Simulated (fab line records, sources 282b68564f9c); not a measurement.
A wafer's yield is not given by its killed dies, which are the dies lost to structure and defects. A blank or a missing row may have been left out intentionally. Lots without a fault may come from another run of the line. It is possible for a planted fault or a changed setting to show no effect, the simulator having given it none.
fab line records	flow rit_cmos
record: lots: 7	wafers: 21	last_day: 7
route steps=202 shown CONTACT@172 M1@184
lots that met no fault: from a run of the same line without faults
start_h: start of the lot's first displayed wafer, in hours after the record's first day	wait_h: how many hours have passed since the lot's step before this one	" same as the row above	L1.1+2: a single row standing in for several wafers	- no value present, or no start provided	* or withheld: withheld	< > ~ a bound
route shown NAME@n: a module of which the file shows steps, and the number in the route of the first	usual: mean and standard deviation over wafers with no fault	same: alike in all rows	chamber/n: place in a boat	sites: the reading at each site	_std_site: standard deviation of those values	_edge_site: the outer-site mean with the inner-site mean subtracted	radius_mm: for every site, how far away it sits from the centre of the wafer	mask NAME#n: copy n	behind: the tool/chamber that last shaped the wafer	hold: reason for holding the lot/hours on hold/outcome of the hold	device: names the non-switching transistor (n, p or np)	end of line: the tests these same wafers got at the end of their route	a step with no rows: only its recipe	killed: not the wafer's yield, but the dies lost to structure and defects at the first sort	map: a wafer's dies, marking killed ones x, the rest . and places with no die _
set.NAME: the run value of the setting; set.NAME@STEP: its run value at that earlier step	model.NAME: the simulator's own value behind a step, which no gauge read
lots at selected steps of the route; one table per step, one row per wafer
services: a tool's chamber out of use, with start hour (start_h, from the record's first day; less than 0 if before it), hours out, and reason
== steps ==
step: RIT_CONTACT_SOFTBAKE_04
recipe: resist: NOVOLAK	temp_c: 90	time_s: 60
step: RIT_CONTACT_EXPOSE_05
recipe: mask_id: M11	na: 0.6	source_shape: conventional	sigma_outer: 0.5	target_cd_nm: 1000	dose_mj: 250
step: RIT_CONTACT_PEB_06
recipe: resist: NOVOLAK	temp_c: withheld	time_s: withheld
step: RIT_CONTACT_DEVELOP_07
recipe: resist: NOVOLAK	develop_time_s: 123.9	dev_temp_c: 23
step: RIT_CONTACT_CD_MEAS_08
recipe: target_cd_nm: 1000
usual: cd_nm: 999.4/2.1
lot.wafer	tool	chamber	start_h	wait_h	cd_nm
L494.1	cd_sem-01	-	55.92	-	998.2
L494.2	"	-	"	"	998.5
L494.4	"	-	"	"	1000.6
L497.1	cd_sem-01	-	73.05	-	1001.1
L497.3	"	-	"	"	999.3
L497.4	"	-	"	"	998.1
L500.1	cd_sem-02	-	87.25	-	1000.1
L500.2	"	-	"	"	1001.2
L500.6	"	-	"	"	1001.6
L502.3	cd_sem-01	-	97.18	-	996.8
L502.4	"	-	"	"	996.5
L502.6	"	-	"	"	996.9
L504.3	cd_sem-01	-	106.40	-	999.3
L504.4	"	-	"	"	1000.3
L504.6	"	-	"	"	1000.0
L515.3	cd_sem-02	-	163.01	-	994.7
L515.4	"	-	"	"	993.7
L515.5	"	-	"	"	997.0
L516.1	cd_sem-01	-	169.15	-	998.6
L516.5	"	-	"	"	997.3
L516.6	"	-	"	"	997.5
step: RIT_CONTACT_OVL_MEAS_09
usual: CONTACT_OVL: 1.5/1.8
lot.wafer	tool	chamber	start_h	wait_h	CONTACT_OVL[nm]
L494.1	overlay-02	-	56.04	0.1	0.5
L494.2	"	-	"	"	0.7
L494.4	"	-	"	"	0.7
L497.1	overlay-02	-	73.17	0.1	3.0
L497.3	"	-	"	"	2.1
L497.4	"	-	"	"	1.9
L500.1	overlay-02	-	87.37	0.1	2.5
L500.2	"	-	"	"	2.6
L500.6	"	-	"	"	1.4
L502.3	overlay-01	-	97.27	0.1	2.4
L502.4	"	-	"	"	1.6
L502.6	"	-	"	"	3.0
L504.3	overlay-02	-	106.49	0.1	1.7
L504.4	"	-	"	"	0.7
L504.6	"	-	"	"	2.2
L515.3	overlay-01	-	163.11	0.1	-0.6
L515.4	"	-	"	"	-0.5
L515.5	"	-	"	"	0.6
L516.1	overlay-01	-	169.27	0.1	-0.3
L516.5	"	-	"	"	-2.7
L516.6	"	-	"	"	-1.8
step: RIT_CONTACT_HARDBAKE_10
recipe: resist: NOVOLAK	temp_c: 140	time_s: 60
step: RIT_CONTACT_ETCH_11
recipe: target_depth_a: 4800	over_etch_frac: 0.2	stop_on: TiSi2	chemistry: CHF3/CF4/Ar	target: SiO2	CHF3_flow_sccm: 50	cf4_flow_sccm: 10	Ar_flow_sccm: 100	O2_flow_sccm: 5	pressure_mtorr: 100	rf_w: 200	time_s: 320
usual: drypump_motor_current_A: 5.7/0.4	oes_product_au: 0.990/0.0099	throttle_valve_pct: 8.86/0.11
lot.wafer	tool	chamber	start_h	wait_h	drypump_motor_current_A	oes_product_au	rf_hours_counter_h	throttle_valve_pct
L494.1	rie_diel-03	1	56.23	0.1	6.2	0.989	2	8.82
L494.2	"	3	"	"	5.8	0.969	84	8.82
L494.4	"	2	"	"	5.5	0.997	69	8.76
L497.1	rie_diel-01	0	73.35	0.1	5.6	0.990	45	8.89
L497.3	"	1	"	"	5.0	0.983	21	8.69
L497.4	"	2	"	"	5.0	0.979	114	8.93
L500.1	rie_diel-03	2	87.56	0.1	5.5	1.000	69	8.76
L500.2	"	0	"	"	6.0	0.992	161	8.76
L500.6	"	0	"	"	6.0	1.005	-	8.75
L502.3	rie_diel-01	3	97.45	0.1	5.7	1.004	3	9.04
L502.4	"	0	"	"	5.6	0.995	46	8.90
L502.6	"	2	"	"	5.0	0.984	-	8.94
L504.3	rie_diel-02	3	106.66	0.1	6.2	0.991	40	9.02
L504.4	"	2	"	"	5.9	1.011	138	8.77
L504.6	"	1	"	"	5.9	0.986	-	8.94
L515.3	rie_diel-03	2	163.28	0.1	5.5	1.005	71	8.78
L515.4	"	1	"	"	6.3	0.998	4	8.82
L515.5	"	2	"	"	5.5	0.998	-	8.79
L516.1	rie_diel-01	0	169.46	0.1	5.6	0.988	47	8.88
L516.5	"	1	"	"	5.0	0.980	-	8.70
L516.6	"	2	"	"	5.0	0.989	-	8.95
step: RIT_CONTACT_STRIP_12
recipe: chemistry: O2	time_s: 180	resist: NOVOLAK	platen_temp_c: withheld	power_w: 500	pressure_mtorr: 4000	o2_flow_sccm: 4000
usual: drypump_motor_current_A: 5.49/0.26	o2_flow_sccm: 3999/12	rf_refl_power_W: 6.7/1.4
lot.wafer	tool	chamber	start_h	wait_h	drypump_motor_current_A	o2_flow_sccm	rf_hours_counter_h	rf_refl_power_W
L494.1	plasma_asher-04	0	56.42	0.1	5.40	3980	26	5.9
L494.2	"	1	"	"	5.29	3995	26	9.5
L494.4	"	1	"	"	5.28	4004	-	9.7
L497.1	plasma_asher-03	0	73.55	0.1	5.95	3992	43	5.8
L497.3	"	1	"	"	5.38	4000	-	6.4
L497.4	"	0	"	"	5.92	3996	-	5.6
L500.1	plasma_asher-01	1	87.75	0.1	5.25	3999	45	5.7
L500.2	"	0	"	"	5.37	3996	45	7.1
L500.6	"	0	"	"	5.37	4012	-	7.4
L502.3	plasma_asher-01	0	97.70	0.2	5.37	4023	-	7.1
L502.4	"	1	"	"	5.26	3997	-	5.9
L502.6	"	0	"	"	5.38	4008	-	7.2
L504.3	plasma_asher-03	1	106.92	0.2	5.42	4015	-	6.5
L504.4	"	0	"	"	5.93	3987	-	5.7
L504.6	"	1	"	"	5.38	4018	-	6.9
L515.3	plasma_asher-03	1	163.53	0.2	5.41	3998	-	6.5
L515.4	"	0	"	"	6.00	3988	-	5.7
L515.5	"	0	"	"	5.97	3990	-	5.7
L516.1	plasma_asher-03	0	169.65	0.1	5.99	4002	53	5.8
L516.5	"	0	"	"	5.98	3996	-	5.7
L516.6	"	1	"	"	5.37	3989	-	6.5
step: RIT_CONTACT_CD_MEAS_90
recipe: target_cd_nm: 1000
usual: cd_nm: 999.4/2.1
lot.wafer	tool	chamber	start_h	wait_h	cd_nm
L494.1	cd_sem-02	-	56.60	0.1	998.7
L494.2	"	-	"	"	998.6
L494.4	"	-	"	"	1000.5
L497.1	cd_sem-02	-	73.72	0.1	1000.8
L497.3	"	-	"	"	999.2
L497.4	"	-	"	"	997.8
L500.1	cd_sem-01	-	87.93	0.1	1000.7
L500.2	"	-	"	"	1000.7
L500.6	"	-	"	"	1001.7
L502.3	cd_sem-02	-	97.89	0.1	996.7
L502.4	"	-	"	"	996.6
L502.6	"	-	"	"	997.1
L504.3	cd_sem-02	-	107.07	0.1	999.8
L504.4	"	-	"	"	1000.4
L504.6	"	-	"	"	1000.5
L515.3	cd_sem-01	-	163.69	0.1	995.0
L515.4	"	-	"	"	994.0
L515.5	"	-	"	"	996.8
L516.1	cd_sem-02	-	169.83	0.1	998.5
L516.5	"	-	"	"	997.7
L516.6	"	-	"	"	997.4
step: RIT_CONTACT_CLEAN_13
recipe: chemistry: SC1	mix: 3:3:50	time_s: 600	temp_c: 75
step: RIT_CONTACT_CLEAN_14
recipe: chemistry: SC2	mix: 3:3:50	time_s: 600	temp_c: 75	dry: n2_spin
step: RIT_M1_SPUTTER_00
recipe: material: Al	target_thk_nm: 400	power_w: 2000	chamber_pressure_pa: 0.4	gas: Ar	time_s: 500	substrate_temp_c: 25
usual: throttle_valve_pct: 29.7/0.69
lot.wafer	tool	chamber	start_h	wait_h	throttle_valve_pct	model.Al_of_M1_SPUTTER_00.thk_nm
L494.1	pvd_sputter-04	-	57.08	0.0	29.7	393.9
L494.2	"	-	"	"	29.3	396.8
L494.4	"	-	"	"	28.8	396.3
L497.1	pvd_sputter-04	-	74.21	0.0	29.7	409.2
L497.3	"	-	"	"	29.5	410.9
L497.4	"	-	"	"	29.3	406.5
L500.1	pvd_sputter-04	-	88.40	0.0	28.7	444.8
L500.2	"	-	"	"	29.9	446.8
L500.6	"	-	"	"	29.4	445.7
L502.3	pvd_sputter-04	-	98.33	0.0	29.8	445.7
L502.4	"	-	"	"	29.2	449
L502.6	"	-	"	"	29.1	446.8
L504.3	pvd_sputter-04	-	107.52	0.0	29.6	443.4
L504.4	"	-	"	"	29.3	445.6
L504.6	"	-	"	"	29.9	445.6
L515.3	pvd_sputter-04	-	164.15	0.0	29.8	396.9
L515.4	"	-	"	"	29.4	394.5
L515.5	"	-	"	"	29.1	397.8
L516.1	pvd_sputter-03	-	170.30	0.0	28.8	402.4
L516.5	"	-	"	"	30.8	400.8
L516.6	"	-	"	"	30.6	403.9
step: RIT_M1_RS_MEAS_01
recipe: thk_meas_gauge: four-point-probe	reads: Al_of_M1_SPUTTER_00
usual: M1_AL_RS: 0.0734/0.00075
lot.wafer	tool	chamber	start_h	wait_h	M1_AL_RS[ohm/sq]
L494.1	film_metro-03	-	57.38	0.1	0.0744
L494.2	"	-	"	"	0.0741
L494.4	"	-	"	"	0.0740
L497.1	film_metro-01	-	74.50	0.1	0.0716
L497.3	"	-	"	"	0.0715
L497.4	"	-	"	"	0.0724
L500.1	film_metro-02	-	88.69	0.1	0.0659
L500.2	"	-	"	"	0.0657
L500.6	"	-	"	"	0.0658
L502.3	film_metro-01	-	98.67	0.2	0.0657
L502.4	"	-	"	"	0.0653
L502.6	"	-	"	"	0.0656
L504.3	film_metro-01	-	107.85	0.2	0.0661
L504.4	"	-	"	"	0.0659
L504.6	"	-	"	"	0.0658
L515.3	film_metro-01	-	164.48	0.2	0.0740
L515.4	"	-	"	"	0.0744
L515.5	"	-	"	"	0.0739
L516.1	film_metro-02	-	170.59	0.1	0.0731
L516.5	"	-	"	"	0.0734
L516.6	"	-	"	"	0.0728
step: RIT_M1_THK_MEAS_02
recipe: thk_meas_gauge: xrf	reads: Al_of_M1_SPUTTER_00
usual: M1_AL_THK: 397/4.9
lot.wafer	tool	chamber	start_h	wait_h	M1_AL_THK[nm]
L494.1	film_metro-03	-	57.50	0.1	389
L494.2	"	-	"	"	393
L494.4	"	-	"	"	389
L497.1	film_metro-01	-	74.62	0.1	408
L497.3	"	-	"	"	409
L497.4	"	-	"	"	401
L500.1	film_metro-02	-	88.81	0.1	437
L500.2	"	-	"	"	444
L500.6	"	-	"	"	443
L502.3	film_metro-01	-	98.77	0.1	445
L502.4	"	-	"	"	445
L502.6	"	-	"	"	444
L504.3	film_metro-01	-	107.95	0.1	442
L504.4	"	-	"	"	440
L504.6	"	-	"	"	443
L515.3	film_metro-01	-	164.58	0.1	393
L515.4	"	-	"	"	391
L515.5	"	-	"	"	390
L516.1	film_metro-02	-	170.71	0.1	405
L516.5	"	-	"	"	404
L516.6	"	-	"	"	407
step: RIT_M1_HMDS_03
recipe: prime_time_s: 60	prime_temp_c: 140
step: RIT_M1_COAT_04
recipe: resist: NOVOLAK	spin_rpm: 2000	resist_thk_nm: 1300
step: RIT_M1_SOFTBAKE_05
recipe: resist: NOVOLAK	temp_c: 90	time_s: 60
step: RIT_M1_EXPOSE_06
recipe: mask_id: M12	na: 0.6	source_shape: conventional	sigma_outer: 0.5	target_cd_nm: 2600	dose_mj: 250
step: RIT_M1_PEB_07
recipe: resist: NOVOLAK	temp_c: withheld	time_s: withheld
step: RIT_M1_DEVELOP_08
recipe: resist: NOVOLAK	develop_time_s: 68	dev_temp_c: 22.36
step: RIT_M1_CD_MEAS_09
recipe: target_cd_nm: 2600
usual: cd_nm: 2600.8/1.8
lot.wafer	tool	chamber	start_h	wait_h	cd_nm
L494.1	cd_sem-02	-	58.56	-	2601.6
L494.2	"	-	"	"	2600.7
L494.4	"	-	"	"	2599.9
L497.1	cd_sem-02	-	75.63	-	2604.1
L497.3	"	-	"	"	2602.8
L497.4	"	-	"	"	2602.1
L500.1	cd_sem-02	-	89.88	-	2603.8
L500.2	"	-	"	"	2599.5
L500.6	"	-	"	"	2600.4
L502.3	cd_sem-02	-	99.73	-	2599.7
L502.4	"	-	"	"	2601.5
L502.6	"	-	"	"	2598.5
L504.3	cd_sem-01	-	109.00	-	2598.5
L504.4	"	-	"	"	2600.4
L504.6	"	-	"	"	2600.5
L515.3	cd_sem-01	-	165.55	-	2605.0
L515.4	"	-	"	"	2603.1
L515.5	"	-	"	"	2602.6
L516.1	cd_sem-02	-	171.65	-	2603.3
L516.5	"	-	"	"	2604.7
L516.6	"	-	"	"	2601.6
step: RIT_M1_OVL_MEAS_10
usual: M1_OVL: 0.5/1.5
lot.wafer	tool	chamber	start_h	wait_h	M1_OVL[nm]
L494.1	overlay-01	-	58.68	0.1	0.2
L494.2	"	-	"	"	1.0
L494.4	"	-	"	"	-1.0
L497.1	overlay-01	-	75.75	0.1	0.5
L497.3	"	-	"	"	-1.1
L497.4	"	-	"	"	1.0
L500.1	overlay-01	-	90.00	0.1	2.6
L500.2	"	-	"	"	-0.2
L500.6	"	-	"	"	2.4
L502.3	overlay-01	-	99.82	0.1	-0.3
L502.4	"	-	"	"	-1.0
L502.6	"	-	"	"	-0.2
L504.3	overlay-02	-	109.10	0.1	-0.7
L504.4	"	-	"	"	-1.8
L504.6	"	-	"	"	0.2
L515.3	overlay-02	-	165.64	0.1	2.1
L515.4	"	-	"	"	0.8
L515.5	"	-	"	"	2.5
L516.1	overlay-02	-	171.77	0.1	2.6
L516.5	"	-	"	"	1.6
L516.6	"	-	"	"	3.3
step: RIT_M1_HARDBAKE_11
recipe: resist: NOVOLAK	temp_c: 140	time_s: 120
step: RIT_M1_METAL_ETCH_12
recipe: stop_on: SiO2	chemistry: Cl2/BCl3	target: Al	time_s: 165	over_etch_frac: 0.5411	pressure_mtorr: 100	target_depth_a: 6000	rf_w: 250	Cl2_flow_sccm: 60	bcl3_flow_sccm: 50
usual: drypump_motor_current_A: 5.9/0.58	mfc_cl2_sccm: 59.99/0.19	oes_product_au: 0.760/0.012	throttle_valve_pct: 8.25/0.075
lot.wafer	tool	chamber	start_h	wait_h	drypump_motor_current_A	mfc_cl2_sccm	oes_product_au	rf_hours_counter_h	throttle_valve_pct
L494.1	rie_metal-02	1	59.12	0.2	6.4	59.82	0.740	1	8.13
L494.2	"	0	"	"	5.8	60.02	0.757	1	8.27
L494.4	"	1	"	"	6.4	59.96	0.747	-	8.12
L497.1	rie_metal-02	0	76.03	0.2	5.8	60.24	0.776	1	8.27
L497.3	"	1	"	"	6.4	60.01	0.768	-	8.12
L497.4	"	0	"	"	5.8	60.10	0.770	-	8.28
L500.1	rie_metal-02	0	90.28	0.2	5.8	60.03	0.816	1	8.25
L500.2	"	1	"	"	6.4	60.10	0.796	1	8.10
L500.6	"	0	"	"	5.8	60.20	0.808	-	8.26
L502.3	rie_metal-04	1	100.15	0.2	5.4	59.94	0.810	-	8.29
L502.4	"	0	"	"	6.5	59.72	0.799	-	8.32
L502.6	"	0	"	"	6.5	59.64	0.795	-	8.32
L504.3	rie_metal-03	0	109.42	0.2	6.4	60.09	0.822	-	8.15
L504.4	"	1	"	"	4.9	60.06	0.821	-	8.28
L504.6	"	1	"	"	4.9	59.86	0.819	-	8.28
L515.3	rie_metal-04	0	165.97	0.2	6.5	60.00	0.743	-	8.34
L515.4	"	1	"	"	5.4	59.85	0.752	-	8.31
L515.5	"	0	"	"	6.5	60.08	0.744	-	8.32
L516.1	rie_metal-03	1	172.06	0.2	4.9	60.17	0.776	0	8.29
L516.5	"	0	"	"	6.4	59.78	0.765	-	8.15
L516.6	"	1	"	"	4.9	60.07	0.781	-	8.29
step: RIT_M1_STRIP_13
recipe: chemistry: nmp	resist: NOVOLAK	temp_c: 80	time_s: 600	dry: n2_spin
step: RIT_M1_PROBE_99
usual: defect_limited_yield: 97.3/1.2	killed_at_contacts: 0.1/0.25	killed_at_front_end: 7/3.1	killed_dies: 7/3.1	killed_open: 3.6/2	killed_short: 3.5/2	sort_bin_3_pad_short: 0.2/0.25	sort_bin_5_function: 1.5/0.87	sort_bin_6_memory: 1.0/0.71	sort_n_pass: 257/3.1	sort_yield_pct: 97.3/1.2
same: gross_dies: 264	killed_at_M0_to_M3: 0	killed_at_M4_up: 0	killed_at_back_side: 0	killed_at_other: 0
lot.wafer	tool	chamber	start_h	wait_h	defect_limited_yield[%]	killed_at_contacts	killed_at_front_end	killed_dies	killed_open	killed_short	sort_bin_3_pad_short[%]	sort_bin_5_function[%]	sort_bin_6_memory[%]	sort_n_pass	sort_yield_pct[%]	model.etest.m1.rs_ohm_sq
L494.1	prober-01	-	61.39	0.1	98.5	1	3	4	3	1	0.4	0.4	0.8	260	98.5	0.07392
L494.2	prober-01	-	61.44	0.1	96.6	0	9	9	3	6	0.4	1.5	1.5	255	96.6	0.07317
L494.4	prober-01	-	61.54	0.2	99.2	0	2	2	1	1	0	0.8	0	262	99.2	0.07285
L497.1	prober-02	-	78.30	0.1	97.0	0	8	8	5	3	0	1.9	1.1	256	97.0	0.0709
L497.3	prober-02	-	78.40	0.2	95.5	0	12	12	4	8	0	4.2	0.4	252	95.5	0.07035
L497.4	prober-02	-	78.45	0.2	94.7	0	14	14	7	7	0	2.7	2.7	250	94.7	0.07134
L500.1	prober-01	-	92.55	0.1	98.1	1	4	5	3	2	0.4	1.5	0	259	98.1	0.06524
L500.2	prober-01	-	92.60	0.1	97.7	0	6	6	4	2	0	1.9	0.4	258	97.7	0.06467
L500.6	prober-01	-	92.80	0.2	96.2	1	9	10	4	6	0.4	3.0	0.4	254	96.2	0.06508
L502.3	prober-01	-	102.62	0.2	95.5	0	12	12	4	8	1.1	1.1	2.3	252	95.5	0.06531
L502.4	prober-01	-	102.67	0.2	96.2	0	10	10	5	5	0	1.5	2.3	254	96.2	0.06434
L502.6	prober-01	-	102.77	0.2	95.8	0	11	11	4	7	0.4	3.0	0.8	253	95.8	0.06492
L504.3	prober-01	-	113.12	0.2	97.3	0	7	7	4	3	0.4	1.1	1.1	257	97.3	0.06534
L504.4	prober-01	-	113.17	0.2	98.9	0	3	3	1	2	0	0.8	0.4	261	98.9	0.06503
L504.6	prober-01	-	113.27	0.2	96.2	0	10	10	5	5	0	3.0	0.8	254	96.2	0.06567
L515.3	prober-02	-	168.27	0.2	98.1	0	5	5	4	1	0	1.1	0.8	259	98.1	0.07277
L515.4	prober-02	-	168.32	0.2	98.9	0	3	3	0	3	0.4	0.4	0.4	261	98.9	0.07315
L515.5	prober-02	-	168.37	0.2	97.3	0	7	7	3	4	0.4	0.8	1.5	257	97.3	0.07257
L516.1	prober-01	-	174.33	0.1	98.1	0	5	5	3	2	0.4	1.1	0.4	259	98.1	0.07179
L516.5	prober-01	-	174.53	0.2	98.5	0	4	4	1	3	0	1.1	0.4	260	98.5	0.07222
L516.6	prober-01	-	174.58	0.2	95.1	1	12	13	9	4	0	3.0	1.9	251	95.1	0.07204
killed by level:class
L494.1 FOX1:geometric_particle:open=1 GATE:geometric_particle:short=1 SILICIDE:geometric_particle:open=1 CONTACT:geometric_particle:open=1
L494.2 GATE:geometric_particle:short=3 SPACER:geometric_particle:short=2 FOX2:geometric_particle:short=1 GATE:geometric_particle:open=1 REOX:geometric_particle:open=1 SPACER:geometric_particle:open=1
L494.4 GATE:geometric_particle:open=1 SPACER:geometric_particle:short=1
L497.1 SILICIDE:geometric_particle:open=3 GATE:geometric_particle:short=2 SPACER:geometric_particle:open=2 SPACER:geometric_particle:short=1
L497.3 SILICIDE:geometric_particle:short=4 SILICIDE:geometric_particle:open=3 SPACER:geometric_particle:short=2 GATE:geometric_particle:open=1 GATE:geometric_particle:short=1 REOX:geometric_particle:short=1
L497.4 GATE:geometric_particle:open=4 SILICIDE:geometric_particle:short=4 GATE:geometric_particle:short=3 FOX1:geometric_particle:open=1 REOX:geometric_particle:open=1 SILICIDE:geometric_particle:open=1
L500.1 FOX1:geometric_particle:open=1 FOX2:geometric_particle:short=1 GATE:geometric_particle:open=1 REOX:geometric_particle:open=1 CONTACT:geometric_particle:short=1
L500.2 FOX2:geometric_particle:open=2 SPACER:geometric_particle:open=2 SPACER:geometric_particle:short=1 SILICIDE:geometric_particle:short=1
L500.6 GATE:geometric_particle:short=2 SPACER:geometric_particle:short=2 FOX2:geometric_particle:open=1 FOX2:geometric_particle:short=1 GATE:geometric_particle:open=1 REOX:geometric_particle:open=1 SPACER:geometric_particle:open=1 CONTACT:geometric_particle:short=1
L502.3 FOX1:geometric_particle:open=3 GATE:geometric_particle:short=2 SPACER:geometric_particle:short=2 SILICIDE:geometric_particle:short=2 FOX2:geometric_particle:short=1 GATE:geometric_particle:open=1 REOX:geometric_particle:short=1
L502.4 GATE:geometric_particle:open=2 SILICIDE:geometric_particle:short=2 FOX1:geometric_particle:open=1 FOX2:geometric_particle:short=1 FOX2:geometric_particle:open=1 GATE:geometric_particle:short=1 SPACER:geometric_particle:open=1 SPACER:geometric_particle:short=1
L502.6 FOX1:geometric_particle:short=3 FOX1:geometric_particle:open=2 GATE:geometric_particle:short=2 FOX2:geometric_particle:open=1 FOX2:geometric_particle:short=1 GATE:geometric_particle:open=1 SPACER:geometric_particle:short=1
L504.3 GATE:geometric_particle:short=2 GATE:geometric_particle:open=2 SPACER:geometric_particle:short=1 SPACER:geometric_particle:open=1 SILICIDE:geometric_particle:open=1
L504.4 FOX1:geometric_particle:short=1 GATE:geometric_particle:open=1 SILICIDE:geometric_particle:short=1
L504.6 GATE:geometric_particle:open=2 GATE:geometric_particle:short=2 REOX:geometric_particle:open=2 FOX1:geometric_particle:short=1 REOX:geometric_particle:short=1 SPACER:geometric_particle:short=1 SPACER:geometric_particle:open=1
L515.3 GATE:geometric_particle:open=2 REOX:geometric_particle:open=1 SILICIDE:geometric_particle:open=1 SILICIDE:geometric_particle:short=1
L515.4 GATE:geometric_particle:short=2 SILICIDE:geometric_particle:short=1
L515.5 GATE:geometric_particle:open=2 SILICIDE:geometric_particle:short=2 GATE:geometric_particle:short=1 SPACER:geometric_particle:short=1 SILICIDE:geometric_particle:open=1
L516.1 FOX1:geometric_particle:short=2 GATE:geometric_particle:open=1 SPACER:geometric_particle:open=1 SILICIDE:geometric_particle:open=1
L516.5 GATE:geometric_particle:short=3 SPACER:geometric_particle:open=1
L516.6 GATE:geometric_particle:open=6 FOX1:geometric_particle:open=1 FOX2:geometric_particle:open=1 FOX2:geometric_particle:short=1 GATE:geometric_particle:short=1 SPACER:geometric_particle:short=1 SILICIDE:geometric_particle:short=1 CONTACT:geometric_particle:open=1
== services ==
tool	chamber	start_h	hours	kind
rie_metal-04	-	43.61	0.5	repair
rie_diel-02	3	54.94	3.4	repair
plasma_asher-04	-	59.66	0.8	repair
rie_diel-01	1	74.32	3.9	repair
rie_diel-02	-	74.91	2.8	pm
plasma_asher-01	-	77.77	2.8	pm
rie_diel-03	0	93.90	-	clean
rie_diel-03	0	93.90	16.7	scheduled_down
rie_diel-03	0	93.90	16.7	vent_cycle
plasma_asher-01	-	108.75	9.0	pm
plasma_asher-01	0	108.75	9.0	vent_cycle
plasma_asher-01	1	108.75	9.0	vent_cycle
rie_diel-01	-	115.18	2.8	pm
plasma_asher-01	0	117.75	-	clean
plasma_asher-01	1	117.75	-	clean
rie_diel-02	0	121.05	3.6	repair
pvd_sputter-04	-	132.09	2.6	repair
rie_metal-03	-	136.12	20.0	pm
rie_metal-03	0	136.12	20.0	vent_cycle
rie_metal-03	1	136.12	20.0	vent_cycle
pvd_sputter-04	-	138.21	1.1	repair
plasma_asher-03	-	142.47	3.9	repair
pvd_sputter-03	-	145.05	0.9	repair
rie_diel-01	2	156.34	7.4	repair
== key ==
first_sign: step: RIT_M1_RS_MEAS_01	reading: M1_AL_RS	direction: down	sigmas: 10	usual: 0.0734	struck: 0.0658
effect: step: RIT_M1_THK_MEAS_02	reading: M1_AL_THK	direction: up	sigmas: 9.2	usual: 397	struck: 442
effect: step: RIT_M1_METAL_ETCH_12	reading: oes_product_au	direction: up	sigmas: 4	usual: 0.760	struck: 0.809
model_effect: step: RIT_M1_SPUTTER_00	value: Al_of_M1_SPUTTER_00.thk_nm	without: 397.9	struck: 445.9
model_effect: step: RIT_M1_PROBE_99	value: etest.m1.rs_ohm_sq	without: 0.07291	struck: 0.06507
met_at RIT_M1_SPUTTER_00
struck_wafers L500.1,L500.2,L500.6,L502.3,L502.4,L502.6,L504.3,L504.4,L504.6
onset_between 74.21 88.40
fault: kind: process_parameter_drift	tool: pvd_sputter-04	chamber: -	onset_h: 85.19	steps: RIT_M1_SPUTTER_00	channel: target_thk_nm	offset: 48	shape: step	end_h: 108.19	stated: 400
